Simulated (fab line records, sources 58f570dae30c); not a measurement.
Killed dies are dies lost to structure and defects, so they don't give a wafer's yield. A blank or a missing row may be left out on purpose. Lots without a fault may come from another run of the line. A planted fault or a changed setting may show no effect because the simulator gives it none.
Split-lot experiment | flow berkeley_cmos170 | 5 lots, 23 wafers read, on a route of 331 steps

THE SPLIT
At UCB170_PFIELD_COAT_01 (resist thk 900 nm), the setting resist_thk_nm was moved away from the recipe's 900 nm on 11 of the 23 wafers read, by -3.0% to +5.8%. The other wafers ran this setting at the recipe's value.

The reading is taken at the split's own step.

THE READING
KrF_of_PFIELD_COAT_01.thk_nm (the simulator's own value, which no gauge read), in nm, at UCB170_PFIELD_COAT_01 (resist thk 900 nm). The file gives no usual value for it. The 12 wafers here that ran the recipe average 899.7 nm, standard deviation 2 nm.

wafer  | tool, chamber at the split | resist_thk_nm as run, nm | against the recipe | KrF_of_PFIELD_COAT_01.thk_nm, nm | against lot-mates on the recipe
L075.1 | litho_track-03, 0          | 900                      | recipe             | 898.2                            | -
L075.2 | litho_track-03, 0          | 918                      | +2.0%              | 917.6                            | +18.5
L075.4 | litho_track-03, 0          | 918                      | +2.0%              | 915.3                            | +16.2
L075.5 | litho_track-03, 0          | 900                      | recipe             | 900                              | -
L075.6 | litho_track-03, 0          | 918                      | +2.0%              | 916.1                            | +17.0
L076.1 | litho_track-01, 0          | 916.8                    | +1.9%              | 919                              | +17.6
L076.2 | litho_track-01, 0          | 900                      | recipe             | 901.1                            | -
L076.3 | litho_track-01, 0          | 916.8                    | +1.9%              | 917.8                            | +16.4
L076.5 | litho_track-01, 0          | 900                      | recipe             | 900.5                            | -
L076.6 | litho_track-01, 0          | 900                      | recipe             | 902.7                            | -
L079.1 | litho_track-01, 0          | 872.7                    | -3.0%              | 873.4                            | -28.8
L079.2 | litho_track-01, 0          | 872.7                    | -3.0%              | 872.2                            | -30.0
L079.3 | litho_track-01, 0          | 900                      | recipe             | 902.7                            | -
L079.5 | litho_track-01, 0          | 900                      | recipe             | 901.7                            | -
L079.6 | litho_track-01, 0          | 872.7                    | -3.0%              | 873.6                            | -28.6
L080.1 | litho_track-03, 0          | 900                      | recipe             | 897.8                            | -
L080.6 | litho_track-03, 0          | 900                      | recipe             | 897.8                            | -
L080.5 | litho_track-03, 0          | 900                      | recipe             | 897.1                            | -
L084.1 | litho_track-01, 0          | 951.8                    | +5.8%              | 948.7                            | +50.6
L084.2 | litho_track-01, 0          | 951.8                    | +5.8%              | 947.5                            | +49.4
L084.3 | litho_track-01, 0          | 951.8                    | +5.8%              | 951.6                            | +53.5
L084.4 | litho_track-01, 0          | 900                      | recipe             | 897.8                            | -
L084.6 | litho_track-01, 0          | 900                      | recipe             | 898.5                            | -

THE FIT
A straight line over all 23 wafers: KrF_of_PFIELD_COAT_01.thk_nm changes by +8.69 nm for each +1% of resist_thk_nm; r = +1.00; the points scatter about the line by 1.9 nm.
The same after taking each lot's own level away (the mean of its wafers on the recipe; 23 wafers): +9.06 nm for each +1%; r = +1.00; scatter 1.1 nm.
On that fit, the largest move of resist_thk_nm shifts the reading by 52 nm.
The lots' own levels span 897.57 to 902.20 nm, that is 2.4 times the standard deviation above.
So the lot-to-lot level changes the slope little: the two slopes agree.
Check: with one of the wafers moved furthest among these (+5.8%) left out of the fit, the line predicts +52 nm for it against its lot-mates. It came out at +50.6 nm against them.

OTHER SPLITS ON THESE WAFERS
These wafers also went through other splits before the reading. Each is held against what the fit with the lots' levels taken away leaves over:
other split on the same wafers       | wafers away from the commonest value | r with KrF_of_PFIELD_COAT_01.thk_nm (lot level and that fit taken away)
UCB170_NWELL_OXIDATION_01 ox_time_s  | 18                                   | +0.21
UCB170_PWELL_OXIDATION_02 ox_time_s  | 10                                   | -0.01
UCB170_PWELL_ETCH_14 time_s          | 7                                    | +0.10
UCB170_ACTIVE_OXIDATION_02 ox_time_s | 18                                   | -0.20

THE WHOLE CHAIN: every reading that the file lists as answering this split, in the file's order
step                   | what it does      | reading                                                                       | change (the file's fit)              | r (the file's)
UCB170_PFIELD_COAT_01  | resist thk 900 nm | KrF_of_PFIELD_COAT_01.thk_nm (the simulator's own value, which no gauge read) | +9.01 nm for each +1% of the setting | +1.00
UCB170_PFIELD_STRIP_08 | strips in O2      | strip_time_to_endpoint_s                                                      | withheld for each +1% of the setting | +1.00

THE FILE'S OWN FIT
KrF_of_PFIELD_COAT_01.thk_nm changes by +9.01 nm for each +1% of resist_thk_nm, r = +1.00.
